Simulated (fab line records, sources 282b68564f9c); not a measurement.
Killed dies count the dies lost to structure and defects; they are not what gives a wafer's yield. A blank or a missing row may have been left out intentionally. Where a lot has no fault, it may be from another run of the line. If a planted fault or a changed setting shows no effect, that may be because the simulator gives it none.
fab line records	flow rit-cmos
[record] lots = 14	wafers = 42	last-day = 7
route steps=202 shown FOX2@27 PLDD@122 SILICIDE@167 M1@194
lots that met no fault: from a run of the same line without faults
start-h: start of the lot's first displayed wafer, in hours after the record's first day	wait-h: hours since the lot's step before	" same as the row above	L1.1+2: one row covering several wafers at once	- no value present, or no start provided	* or withheld: withheld	< > ~ a bound
route shown NAME@n: a module of which the file shows steps, and the number in the route of the first	usual: mean/standard deviation taken from wafers without a fault	same: alike in all rows	chamber/n: place in a boat	sites: each site's reading	_std_site: how widely they spread, as a standard deviation	_edge_site: inner sites' mean taken away from outer sites' mean	radius-mm: for every site, how far away it sits from the centre of the wafer	mask NAME#n: copy n	behind: tool/chamber where the wafer was last shaped	hold: why the lot went on hold/how many hours it stayed there/how the hold came to an end	device: which transistor (n, p or np) failed to switch	end of line: tests run on the same wafers once the route is complete	a step without rows: its recipe alone	killed: dies that structure and defects cost at the first sort, which is not the same as the wafer's yield	map: a wafer's dies, marking killed ones x, the rest . and places with no die _
set.NAME: setting as actually run; set.NAME@STEP: the setting as run at that earlier step	model.NAME: the simulator's own value behind a step, which no gauge read
steps of the route over a sample of lots; a table a step, a row a wafer
services: from which hour (start-h, from the record's first day; less than 0 if before it) a tool's chamber was out of use, for how many hours, and why
[[steps]]
[step RIT_FOX2_THK_MEAS_90]
[recipe] reads = SiO2_of_FOX2_OXIDATION_00
[usual] FIELD_OXIDE_LEFT_1_THK = 326/5.3
lot.wafer	tool	chamber	start-h	wait-h	FIELD_OXIDE_LEFT_1_THK[nm]
L285.1	film-metro-01	-	21.81	0.0	325
L285.4	"	-	"	"	322
L285.6	"	-	"	"	327
L286.2	film-metro-03	-	25.07	0.0	321
L286.4	"	-	"	"	325
L286.6	"	-	"	"	322
L288.1	film-metro-01	-	37.91	0.0	319
L288.4	"	-	"	"	317
L288.6	"	-	"	"	317
L289.3	film-metro-02	-	41.03	0.0	331
L289.4	"	-	"	"	325
L289.6	"	-	"	"	323
L290.3	film-metro-03	-	47.18	0.0	326
L290.4	"	-	"	"	327
L290.6	"	-	"	"	321
L291.1	film-metro-01	-	51.80	0.0	337
L291.2	"	-	"	"	326
L291.6	"	-	"	"	325
L292.3	film-metro-01	-	55.44	0.0	323
L292.4	"	-	"	"	323
L292.5	"	-	"	"	320
L293.2	film-metro-01	-	62.45	0.0	323
L293.3	"	-	"	"	327
L293.4	"	-	"	"	327
L294.1	film-metro-01	-	66.81	0.0	322
L294.2	"	-	"	"	325
L294.3	"	-	"	"	328
L295.1	film-metro-03	-	76.14	0.0	328
L295.2	"	-	"	"	324
L295.4	"	-	"	"	326
L296.1	film-metro-01	-	76.14	0.0	327
L296.4	"	-	"	"	322
L296.5	"	-	"	"	323
L300.1	film-metro-02	-	95.80	0.0	320
L300.2	"	-	"	"	330
L300.4	"	-	"	"	329
L301.1	film-metro-01	-	102.81	0.0	320
L301.3	"	-	"	"	317
L301.4	"	-	"	"	314
L306.1	film-metro-02	-	126.04	0.0	330
L306.5	"	-	"	"	330
L306.6	"	-	"	"	325
[step RIT_PLDD_IMPLANT_08]
[recipe] species = BF2	energy-kev = 20	dose-cm2 = 9e+14	tilt-deg = 7
[usual] beam-energy-keV = 20.000/0.0067
[same] implant-ion-amu = 49
lot.wafer	tool	chamber	start-h	wait-h	beam-energy-keV
L285.1	implanter-04	0	46.62	0.1	19.998
L285.4	"	0	"	"	19.993
L285.6	"	0	"	"	20.003
L286.2	implanter-04	0	53.43	0.1	19.999
L286.4	"	0	"	"	20.004
L286.6	"	0	"	"	20.006
L288.1	implanter-01	0	63.13	0.1	19.994
L288.4	"	0	"	"	20.005
L288.6	"	0	"	"	20.012
L289.3	implanter-04	0	65.79	0.1	20.010
L289.4	"	0	"	"	20.003
L289.6	"	0	"	"	20.013
L290.3	implanter-01	0	74.83	0.1	19.992
L290.4	"	0	"	"	19.995
L290.6	"	0	"	"	19.990
L291.1	implanter-04	0	75.25	0.1	20.003
L291.2	"	0	"	"	19.994
L291.6	"	0	"	"	20.008
L292.3	implanter-04	0	80.44	0.1	19.993
L292.4	"	0	"	"	19.995
L292.5	"	0	"	"	19.988
L293.2	implanter-01	0	89.72	0.1	20.010
L293.3	"	0	"	"	19.998
L293.4	"	0	"	"	20.013
L294.1	implanter-02	0	97.44	0.1	20.005
L294.2	"	0	"	"	19.996
L294.3	"	0	"	"	20.005
L295.1	implanter-02	0	99.97	0.1	20.005
L295.2	"	0	"	"	19.996
L295.4	"	0	"	"	19.994
L296.1	implanter-02	0	103.25	0.1	19.997
L296.4	"	0	"	"	19.996
L296.5	"	0	"	"	20.002
L300.1	implanter-02	0	119.81	0.1	16.398
L300.2	"	0	"	"	16.395
L300.4	"	0	"	"	16.401
L301.1	implanter-04	0	127.91	0.1	19.993
L301.3	"	0	"	"	19.995
L301.4	"	0	"	"	19.991
L306.1	implanter-02	0	150.11	0.1	16.409
L306.5	"	0	"	"	16.405
L306.6	"	0	"	"	16.399
[step RIT_PLDD_TW_MEAS_10]
[usual] PLDD_TW = 2315/25
lot.wafer	tool	chamber	start-h	wait-h	PLDD_TW
L285.1	film-metro-02	-	46.95	0.1	2283
L285.4	"	-	"	"	2287
L285.6	"	-	"	"	2287
L286.2	film-metro-04	-	53.74	0.1	2352
L286.4	"	-	"	"	2344
L286.6	"	-	"	"	2342
L288.1	film-metro-02	-	63.46	0.1	2283
L288.4	"	-	"	"	2283
L288.6	"	-	"	"	2288
L289.3	film-metro-04	-	66.08	0.1	2344
L289.4	"	-	"	"	2350
L289.6	"	-	"	"	2352
L290.3	film-metro-02	-	75.13	0.1	2294
L290.4	"	-	"	"	2298
L290.6	"	-	"	"	2295
L291.1	film-metro-02	-	75.58	0.1	2305
L291.2	"	-	"	"	2288
L291.6	"	-	"	"	2290
L292.3	film-metro-02	-	80.74	0.1	2289
L292.4	"	-	"	"	2294
L292.5	"	-	"	"	2301
L293.2	film-metro-04	-	90.03	0.1	2344
L293.3	"	-	"	"	2335
L293.4	"	-	"	"	2329
L294.1	film-metro-02	-	97.77	0.1	2314
L294.2	"	-	"	"	2313
L294.3	"	-	"	"	2313
L295.1	film-metro-02	-	100.30	0.1	2293
L295.2	"	-	"	"	2317
L295.4	"	-	"	"	2301
L296.1	film-metro-03	-	103.58	0.1	2283
L296.4	"	-	"	"	2294
L296.5	"	-	"	"	2278
L300.1	film-metro-04	-	120.13	0.1	2227
L300.2	"	-	"	"	2218
L300.4	"	-	"	"	2211
L301.1	film-metro-03	-	128.23	0.1	2292
L301.3	"	-	"	"	2309
L301.4	"	-	"	"	2297
L306.1	film-metro-02	-	150.44	0.1	2171
L306.5	"	-	"	"	2177
L306.6	"	-	"	"	2172
[step RIT_SDANNEAL_RS_MEAS_06]
[recipe] thk-meas-gauge = four-point-probe
[usual] PLDD_RS = 178.8/0.47
lot.wafer	tool	chamber	start-h	wait-h	PLDD_RS[ohm/sq]
L285.1	film-metro-04	-	53.33	0.1	179.4
L285.4	"	-	"	"	179.4
L285.6	"	-	"	"	178.7
L286.2	film-metro-03	-	60.17	0.1	178.7
L286.4	"	-	"	"	179.0
L286.6	"	-	"	"	178.9
L288.1	film-metro-04	-	69.72	0.1	178.6
L288.4	"	-	"	"	179.1
L288.6	"	-	"	"	178.9
L289.3	film-metro-02	-	74.56	0.1	179.4
L289.4	"	-	"	"	179.0
L289.6	"	-	"	"	178.9
L290.3	film-metro-04	-	81.48	0.1	178.2
L290.4	"	-	"	"	179.0
L290.6	"	-	"	"	179.2
L291.1	film-metro-03	-	83.35	0.1	178.9
L291.2	"	-	"	"	179.4
L291.6	"	-	"	"	179.4
L292.3	film-metro-04	-	88.16	0.1	178.6
L292.4	"	-	"	"	178.4
L292.5	"	-	"	"	179.0
L293.2	film-metro-03	-	96.54	0.1	179.2
L293.3	"	-	"	"	179.3
L293.4	"	-	"	"	179.0
L294.1	film-metro-04	-	105.14	0.1	178.0
L294.2	"	-	"	"	178.4
L294.3	"	-	"	"	178.1
L295.1	film-metro-03	-	106.61	0.1	178.4
L295.2	"	-	"	"	178.1
L295.4	"	-	"	"	178.1
L296.1	film-metro-02	-	110.33	0.1	178.9
L296.4	"	-	"	"	178.7
L296.5	"	-	"	"	179.0
L300.1	film-metro-03	-	126.43	0.1	192.4
L300.2	"	-	"	"	191.8
L300.4	"	-	"	"	191.5
L301.1	film-metro-02	-	134.60	0.1	179.6
L301.3	"	-	"	"	179.0
L301.4	"	-	"	"	179.3
L306.1	film-metro-04	-	157.05	0.1	191.1
L306.5	"	-	"	"	191.1
L306.6	"	-	"	"	190.9
[step RIT_SILICIDE_RTA_06]
[recipe] temp-c = 750	time-s = 10	idle-temp-c = 25	ramp-up-s = 5	ramp-down-s = 10	cool-to-c = 25	ambient = N2
[usual] wafer_temp_C_max = 753.8/1.1
lot.wafer	tool	chamber	start-h	wait-h	wafer_temp_C_max
L285.1	rtp-anneal-02	0	54.02	0.0	755.1
L285.4	"	0	"	"	756.2
L285.6	"	0	"	"	753.9
L286.2	rtp-anneal-01	0	60.85	0.0	753.6
L286.4	"	0	"	"	753.6
L286.6	"	0	"	"	752.3
L288.1	rtp-anneal-01	0	70.41	0.0	752.9
L288.4	"	0	"	"	754.1
L288.6	"	0	"	"	753.0
L289.3	rtp-anneal-02	0	75.23	0.0	754.6
L289.4	"	0	"	"	755.3
L289.6	"	0	"	"	753.6
L290.3	rtp-anneal-01	0	82.15	0.0	753.6
L290.4	"	0	"	"	751.9
L290.6	"	0	"	"	752.0
L291.1	rtp-anneal-02	0	84.05	0.0	754.9
L291.2	"	0	"	"	754.3
L291.6	"	0	"	"	756.2
L292.3	rtp-anneal-01	0	88.84	0.0	752.8
L292.4	"	0	"	"	752.6
L292.5	"	0	"	"	752.4
L293.2	rtp-anneal-02	0	97.22	0.0	755.3
L293.3	"	0	"	"	753.0
L293.4	"	0	"	"	753.5
L294.1	rtp-anneal-01	0	105.83	0.0	752.6
L294.2	"	0	"	"	753.1
L294.3	"	0	"	"	753.7
L295.1	rtp-anneal-02	0	107.30	0.0	754.6
L295.2	"	0	"	"	756.0
L295.4	"	0	"	"	756.0
L296.1	rtp-anneal-01	0	111.02	0.0	753.0
L296.4	"	0	"	"	752.9
L296.5	"	0	"	"	753.1
L300.1	rtp-anneal-01	0	127.13	0.0	753.1
L300.2	"	0	"	"	752.1
L300.4	"	0	"	"	752.4
L301.1	rtp-anneal-02	0	135.29	0.0	754.5
L301.3	"	0	"	"	755.0
L301.4	"	0	"	"	755.0
L306.1	rtp-anneal-01	0	157.74	0.0	752.6
L306.5	"	0	"	"	754.4
L306.6	"	0	"	"	752.7
[step RIT_M1_OVL_MEAS_10]
[usual] M1_OVL = -0.4/1.4
lot.wafer	tool	chamber	start-h	wait-h	M1_OVL[nm]
L285.1	overlay-02	-	58.15	0.1	-0.1
L285.4	"	-	"	"	-0.7
L285.6	"	-	"	"	-0.7
L286.2	overlay-02	-	64.79	0.1	0.0
L286.4	"	-	"	"	-0.1
L286.6	"	-	"	"	1.3
L288.1	overlay-02	-	74.45	0.1	-1.2
L288.4	"	-	"	"	-1.6
L288.6	"	-	"	"	-2.3
L289.3	overlay-02	-	79.34	0.1	-0.8
L289.4	"	-	"	"	-1.4
L289.6	"	-	"	"	0.4
L290.3	overlay-01	-	86.12	0.1	-0.8
L290.4	"	-	"	"	1.7
L290.6	"	-	"	"	-1.1
L291.1	overlay-01	-	87.98	0.1	0.3
L291.2	"	-	"	"	-0.9
L291.6	"	-	"	"	0.2
L292.3	overlay-02	-	92.86	0.1	-0.4
L292.4	"	-	"	"	0.1
L292.5	"	-	"	"	-0.5
L293.2	overlay-01	-	101.10	0.1	-0.6
L293.3	"	-	"	"	2.4
L293.4	"	-	"	"	-0.8
L294.1	overlay-02	-	109.95	0.1	-1.3
L294.2	"	-	"	"	-0.7
L294.3	"	-	"	"	-0.2
L295.1	overlay-01	-	111.41	0.1	-0.6
L295.2	"	-	"	"	1.3
L295.4	"	-	"	"	-0.1
L296.1	overlay-01	-	114.97	0.1	-0.9
L296.4	"	-	"	"	0.3
L296.5	"	-	"	"	-0.8
L300.1	overlay-02	-	131.15	0.1	1.9
L300.2	"	-	"	"	-0.2
L300.4	"	-	"	"	-0.1
L301.1	overlay-02	-	139.07	0.1	-0.5
L301.3	"	-	"	"	-0.4
L301.4	"	-	"	"	1.6
L306.1	overlay-02	-	161.81	0.1	0.8
L306.5	"	-	"	"	0.1
L306.6	"	-	"	"	0.1
[step RIT_M1_PROBE_99]
[usual] killed-at-contacts = 0.1/0.34	killed-at-front-end = 7.0/2.9	killed-dies = 7.2/2.9	killed-open = 3.6/1.9	killed-short = 3.5/2.1
[same] gross-dies = 264	killed_at_M0_to_M3 = 0	killed_at_M4_up = 0	killed-at-back-side = 0	killed-at-other = 0
lot.wafer	tool	chamber	start-h	wait-h	killed-at-contacts	killed-at-front-end	killed-dies	killed-open	killed-short
L300.1	prober-02	-	134.22	0.1	0	7	7	3	4
L300.2	prober-02	-	134.27	0.1	0	5	5	5	0
L300.4	prober-02	-	134.37	0.2	0	7	7	2	5
// killed by level:class
L300.1 GATE:geometric-particle:open=2 GATE:geometric-particle:short=1 REOX:geometric-particle:short=1 REOX:geometric-particle:open=1 SPACER:geometric-particle:short=1 SILICIDE:geometric-particle:short=1
L300.2 GATE:geometric-particle:open=2 SILICIDE:geometric-particle:open=2 SPACER:geometric-particle:open=1
L300.4 GATE:geometric-particle:short=2 SILICIDE:geometric-particle:short=2 FOX1:geometric-particle:short=1 REOX:geometric-particle:open=1 SILICIDE:geometric-particle:open=1
[[services]]
tool	chamber	start-h	hours	kind
implanter-02	-	59.75	6.0	repair
implanter-02	-	76.95	4.1	repair
rtp-anneal-02	-	88.40	3.3	pm
implanter-01	-	107.89	7.4	repair
implanter-04	-	109.03	1.0	repair
implanter-01	-	125.41	3.2	pm
[[key]]
[first-sign] step = RIT_PLDD_IMPLANT_08	reading = beam-energy-keV	direction = down	sigmas = 99+	usual = 20.000	struck = 16.401
[effect] step = RIT_PLDD_TW_MEAS_10	reading = PLDD_TW	direction = down	sigmas = 4.8	usual = 2315	struck = 2196
[effect] step = RIT_SDANNEAL_RS_MEAS_06	reading = PLDD_RS	direction = up	sigmas = 27	usual = 178.8	struck = 191.5
met-at RIT_PLDD_IMPLANT_08
struck-lots L300,L306
tester-left-out L300,L306
not-acting-at RIT_FOX2_THK_MEAS_90,RIT_SILICIDE_RTA_06,RIT_M1_OVL_MEAS_10
onset-between 103.25 119.81
[fault] kind = process-parameter-drift	tool = implanter-02	chamber = -	onset-h = 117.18	steps = RIT_PLDD_IMPLANT_08	channel = energy-kev	offset = -3.6	shape = step	end-h = 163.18	acts-in = these-recipes-only	stated = 20
// tester-left-out: of these lots the tester's yield and bins aren't shown, on N5 and GAA mostly nor the transistor test; their killed dies are dies lost to structure and defects alone, not to doping, threshold or leakage, so they don't give the yield
